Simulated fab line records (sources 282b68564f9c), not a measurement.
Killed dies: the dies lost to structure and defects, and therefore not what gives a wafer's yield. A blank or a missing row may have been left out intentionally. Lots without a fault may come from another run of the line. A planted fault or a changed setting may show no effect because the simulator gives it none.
fab line records	flow ritCmos
[record] lots = 14	wafers = 42	lastDay = 7
route steps=202 shown GATE@85 NLDD@113 PLDD@119 NSD@140
lots untouched by any fault: they come from a run of this same line in which no faults occurred
startH: start of the lot's first displayed wafer, in hours after the record's first day	waitH: hours from the lot's prior step to this one	" identical to the entry in the row above	L1.1+2: a single row standing in for several wafers	- no value, or no start was given	* or withheld: withheld	< > ~ a bound
route shown NAME@n: a module of which the file shows steps, and the number in the route of the first	usual: the fault-free wafers' mean and standard deviation	same: alike in all rows	chamber/n: place in a boat	sites: each site's reading	_std_site: their standard deviation	_edge_site: the outer-site mean with the inner-site mean subtracted	radiusMm: how far each site lies from the wafer's centre	mask NAME#n: copy n	behind: the most recent tool/chamber to have shaped the wafer	hold: the reason the lot was held/the length of the hold in hours/how it ended	device: names the non-switching transistor (n, p or np)	end of line: the route-end tests of the same wafers	a step given without rows: its recipe and nothing more	killed: count of dies lost to structure and defects at first sort (not the wafer's yield)	map: a wafer's dies, marking killed ones x, the rest . and places with no die _
set.NAME: the run value of the setting; set.NAME@STEP: its run value at that earlier step	model.NAME: the simulator's own value behind a step, which no gauge read
one table for each step of the route and one row for each wafer, over a sample of lots
services: from which hour (startH, from the record's first day; less than 0 if before it) a tool's chamber was out of use, for how many hours, and why
[[steps]]
[step RIT_GATE_THK_MEAS_09]
[recipe] reads = poly-Si_of_GATE_CVD_08
[usual] GATE_POLY_THK = 250.0/2.4
lot.wafer	tool	chamber	startH	waitH	GATE_POLY_THK[nm]
L790.4	filmMetro-04	-	35.01	0.0	250.1
L790.5	"	-	"	"	249.9
L790.6	"	-	"	"	250.1
L791.2	filmMetro-01	-	42.38	0.0	246.1
L791.5	"	-	"	"	248.9
L791.6	"	-	"	"	248.9
L792.2	filmMetro-01	-	45.50	0.0	251.0
L792.4	"	-	"	"	251.5
L792.5	"	-	"	"	250.3
L793.1	filmMetro-04	-	50.45	0.0	247.8
L793.5	"	-	"	"	246.4
L793.6	"	-	"	"	245.3
L794.1	filmMetro-01	-	56.72	0.0	251.4
L794.4	"	-	"	"	253.1
L794.6	"	-	"	"	250.4
L795.1	filmMetro-04	-	64.71	0.0	249.2
L795.4	"	-	"	"	250.1
L795.6	"	-	"	"	249.6
L796.3	filmMetro-02	-	67.42	0.0	249.5
L796.5	"	-	"	"	248.9
L796.6	"	-	"	"	250.8
L797.2	filmMetro-04	-	72.69	0.0	247.9
L797.3	"	-	"	"	249.3
L797.4	"	-	"	"	247.3
L802.3	filmMetro-04	-	99.68	0.0	252.9
L802.4	"	-	"	"	249.8
L802.5	"	-	"	"	252.7
L806.1	filmMetro-02	-	123.05	0.0	253.9
L806.3	"	-	"	"	251.4
L806.6	"	-	"	"	252.5
L807.2	filmMetro-02	-	125.69	0.0	249.1
L807.5	"	-	"	"	246.9
L807.6	"	-	"	"	246.3
L808.2	filmMetro-01	-	127.02	0.0	248.7
L808.4	"	-	"	"	247.9
L808.5	"	-	"	"	248.6
L809.1	filmMetro-01	-	132.68	0.0	250.8
L809.2	"	-	"	"	249.4
L809.3	"	-	"	"	250.0
L812.1	filmMetro-02	-	150.15	0.0	246.6
L812.2	"	-	"	"	248.3
L812.5	"	-	"	"	245.6
[step RIT_NLDD_TW_MEAS_10]
[usual] NLDD_TW = 2480/14
lot.wafer	tool	chamber	startH	waitH	NLDD_TW
L790.4	filmMetro-03	-	41.94	0.1	2469
L790.5	"	-	"	"	2454
L790.6	"	-	"	"	2469
L791.2	filmMetro-04	-	48.49	0.1	2495
L791.5	"	-	"	"	2488
L791.6	"	-	"	"	2478
L792.2	filmMetro-04	-	52.28	0.1	2479
L792.4	"	-	"	"	2492
L792.5	"	-	"	"	2470
L793.1	filmMetro-03	-	56.54	0.1	2468
L793.5	"	-	"	"	2476
L793.6	"	-	"	"	2485
L794.1	filmMetro-03	-	63.07	0.1	2479
L794.4	"	-	"	"	2497
L794.6	"	-	"	"	2461
L795.1	filmMetro-02	-	71.65	0.1	2465
L795.4	"	-	"	"	2456
L795.6	"	-	"	"	2475
L796.3	filmMetro-03	-	75.12	0.1	2495
L796.5	"	-	"	"	2480
L796.6	"	-	"	"	2475
L797.2	filmMetro-03	-	78.88	0.1	2483
L797.3	"	-	"	"	2486
L797.4	"	-	"	"	2488
L802.3	filmMetro-02	-	106.64	0.1	2484
L802.4	"	-	"	"	2485
L802.5	"	-	"	"	2476
L806.1	filmMetro-03	-	129.68	0.1	2492
L806.3	"	-	"	"	2486
L806.6	"	-	"	"	2503
L807.2	filmMetro-04	-	132.12	0.1	2491
L807.5	"	-	"	"	2482
L807.6	"	-	"	"	2474
L808.2	filmMetro-03	-	134.63	0.1	2483
L808.4	"	-	"	"	2491
L808.5	"	-	"	"	2486
L809.1	filmMetro-02	-	139.74	0.1	2500
L809.2	"	-	"	"	2476
L809.3	"	-	"	"	2481
L812.1	filmMetro-04	-	156.33	0.1	2449
L812.2	"	-	"	"	2445
L812.5	"	-	"	"	2462
[step RIT_PLDD_DEVELOP_05]
[recipe] resist = NOVOLAK	developTimeS = 50	devTempC = 23
[usual] developerTempC = 22.98/0.098	resistLineTempC = 23.01/0.11
lot.wafer	tool	chamber	startH	waitH	developerTempC	resistLineTempC
L790.4	lithoTrack-01	0	42	-	22.90	23.12
L790.5	"	0	"	"	23.05	22.99
L790.6	"	0	"	"	23.10	23.24
L791.2	lithoTrack-03	0	49	-	22.93	23.24
L791.5	"	0	"	"	23.01	23.12
L791.6	"	0	"	"	23.06	23.23
L792.2	lithoTrack-03	0	53	-	23.26	22.84
L792.4	"	0	"	"	23.10	22.96
L792.5	"	0	"	"	23.12	22.95
L793.1	lithoTrack-03	0	57	-	23.08	22.98
L793.5	"	0	"	"	23.22	22.92
L793.6	"	0	"	"	22.99	22.87
L794.1	lithoTrack-02	0	63	-	22.82	22.95
L794.4	"	0	"	"	22.95	22.95
L794.6	"	0	"	"	22.82	22.82
L795.1	lithoTrack-02	0	72	-	23.03	23.15
L795.4	"	0	"	"	23.02	23.03
L795.6	"	0	"	"	22.97	23.04
L796.3	lithoTrack-02	0	76	-	22.90	23.14
L796.5	"	0	"	"	22.89	23.12
L796.6	"	0	"	"	22.98	23.06
L797.2	lithoTrack-03	0	79	-	22.97	22.91
L797.3	"	0	"	"	22.88	22.91
L797.4	"	0	"	"	22.97	23.14
L802.3	lithoTrack-02	0	107	-	22.94	22.96
L802.4	"	0	"	"	23.04	23.02
L802.5	"	0	"	"	23.10	22.96
L806.1	lithoTrack-01	0	130	-	22.88	22.94
L806.3	"	0	"	"	22.98	23.01
L806.6	"	0	"	"	22.98	22.83
L807.2	lithoTrack-01	0	132	-	22.78	23.03
L807.5	"	0	"	"	23.03	23.01
L807.6	"	0	"	"	22.95	23.04
L808.2	lithoTrack-03	0	135	-	22.97	23.00
L808.4	"	0	"	"	22.87	23.03
L808.5	"	0	"	"	22.91	23.09
L809.1	lithoTrack-03	0	140	-	22.90	23.17
L809.2	"	0	"	"	23.02	23.26
L809.3	"	0	"	"	22.96	23.26
L812.1	lithoTrack-01	0	157	-	23.16	22.85
L812.2	"	0	"	"	23.06	23.06
L812.5	"	0	"	"	22.94	23.07
[step RIT_PLDD_TW_MEAS_10]
[usual] PLDD_TW = 2339/10
lot.wafer	tool	chamber	startH	waitH	PLDD_TW
L790.4	filmMetro-04	-	43.48	0.1	2345
L790.5	"	-	"	"	2345
L790.6	"	-	"	"	2349
L791.2	filmMetro-02	-	49.91	0.1	2342
L791.5	"	-	"	"	2333
L791.6	"	-	"	"	2339
L792.2	filmMetro-03	-	53.70	0.1	2311
L792.4	"	-	"	"	2330
L792.5	"	-	"	"	2329
L793.1	filmMetro-04	-	58.05	0.1	2346
L793.5	"	-	"	"	2351
L793.6	"	-	"	"	2342
L794.1	filmMetro-03	-	64.54	0.2	2330
L794.4	"	-	"	"	2333
L794.6	"	-	"	"	2344
L795.1	filmMetro-04	-	73.30	0.1	2338
L795.4	"	-	"	"	2351
L795.6	"	-	"	"	2342
L796.3	filmMetro-03	-	76.67	0.1	30
L796.5	"	-	"	"	30
L796.6	"	-	"	"	30
L797.2	filmMetro-03	-	80.30	0.1	2345
L797.3	"	-	"	"	2364
L797.4	"	-	"	"	2345
L802.3	filmMetro-04	-	108.18	0.1	30
L802.4	"	-	"	"	30
L802.5	"	-	"	"	30
L806.1	filmMetro-03	-	131.23	0.1	2334
L806.3	"	-	"	"	2337
L806.6	"	-	"	"	2338
L807.2	filmMetro-04	-	133.55	0.1	2336
L807.5	"	-	"	"	2339
L807.6	"	-	"	"	2339
L808.2	filmMetro-03	-	136.05	0.1	2348
L808.4	"	-	"	"	2334
L808.5	"	-	"	"	2338
L809.1	filmMetro-04	-	141.16	0.1	2341
L809.2	"	-	"	"	2332
L809.3	"	-	"	"	2339
L812.1	filmMetro-02	-	157.95	0.1	2353
L812.2	"	-	"	"	2326
L812.5	"	-	"	"	2344
[step RIT_NSD_STRIP_09]
[recipe] chemistry = O2	timeS = 180	resist = NOVOLAK	platenTempC = withheld	powerW = 500	pressureMtorr = 4000	o2FlowSccm = 4000
[usual] drypumpMotorCurrentA = 5.9/0.57
lot.wafer	tool	chamber	startH	waitH	drypumpMotorCurrentA	rfHoursCounterH
L790.4	plasmaAsher-04	0	47.41	0.1	5.4	-
L790.5	"	0	"	"	5.4	-
L790.6	"	1	"	"	5.0	-
L791.2	plasmaAsher-04	0	53.78	0.1	5.4	41
L791.5	"	0	"	"	5.4	-
L791.6	"	1	"	"	5.1	-
L792.2	plasmaAsher-04	1	57.73	0.1	5.0	41
L792.4	"	1	"	"	5.0	-
L792.5	"	0	"	"	5.4	-
L793.1	plasmaAsher-02	0	61.97	0.1	6.6	41
L793.5	"	0	"	"	6.6	-
L793.6	"	1	"	"	5.7	-
L794.1	plasmaAsher-02	0	68.65	0.1	6.6	42
L794.4	"	0	"	"	6.6	-
L794.6	"	0	"	"	6.6	-
L795.1	plasmaAsher-02	0	77.09	0.1	6.6	43
L795.4	"	0	"	"	6.6	-
L795.6	"	1	"	"	5.7	-
L796.3	plasmaAsher-03	1	80.80	0.1	5.3	-
L796.5	"	0	"	"	6.4	-
L796.6	"	1	"	"	5.3	-
L797.2	plasmaAsher-03	0	84.18	0.1	6.4	44
L797.3	"	0	"	"	6.4	-
L797.4	"	1	"	"	5.2	-
L802.3	plasmaAsher-02	1	112.26	0.1	5.7	-
L802.4	"	0	"	"	6.6	-
L802.5	"	1	"	"	5.7	-
L806.1	plasmaAsher-03	1	135.20	0.1	5.3	50
L806.3	"	0	"	"	6.4	-
L806.6	"	0	"	"	6.4	-
L807.2	plasmaAsher-02	0	137.47	0.1	6.6	49
L807.5	"	1	"	"	5.7	-
L807.6	"	0	"	"	6.6	-
L808.2	plasmaAsher-02	1	141.10	0.1	5.7	50
L808.4	"	1	"	"	5.7	-
L808.5	"	1	"	"	5.7	-
L809.1	plasmaAsher-03	0	145.21	0.1	6.4	51
L809.2	"	1	"	"	5.3	51
L809.3	"	1	"	"	5.3	-
L812.1	plasmaAsher-03	0	161.72	0.1	6.4	53
L812.2	"	1	"	"	5.2	53
L812.5	"	1	"	"	5.2	-
[[services]]
tool	chamber	startH	hours	kind
plasmaAsher-03	-	20.85	0.4	repair
plasmaAsher-02	-	34.92	0.8	repair
plasmaAsher-03	-	66.92	2.8	pm
plasmaAsher-04	-	108.75	9.0	pm
plasmaAsher-04	0	108.75	9.0	ventCycle
plasmaAsher-04	1	108.75	9.0	ventCycle
plasmaAsher-04	0	117.75	-	clean
plasmaAsher-04	1	117.75	-	clean
plasmaAsher-04	-	135.51	1.5	repair
[[key]]
[firstSign] step = RIT_PLDD_TW_MEAS_10	reading = PLDD_TW	direction = down	sigmas = 99+	usual = 2339	struck = 30
effect none on later readings
metAt RIT_PLDD_DEVELOP_05
struckLots L796,L802
sortLeftOut L796.3,L796.5,L796.6,L802.3,L802.4,L802.5
testerLeftOut L796,L802
notActingAt RIT_GATE_THK_MEAS_09,RIT_NLDD_TW_MEAS_10,RIT_NSD_STRIP_09
onsetBetween 72 76
[fault] kind = processParameterDrift	tool = lithoTrack-02	chamber = -	onsetH = 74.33	steps = RIT_PLDD_DEVELOP_05	channel = developTimeS	offset = *	shape = step	endH = 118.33	actsIn = *	stated = *
// testerLeftOut: of these lots the tester's yield and bins aren't shown, on N5 and GAA mostly nor the transistor test; their killed dies are dies lost to structure and defects alone, not to doping, threshold or leakage, so they don't give the yield
// sortLeftOut: the simulated sort isn't trusted on such a fault, so these wafers' sort isn't shown, and their yield isn't known
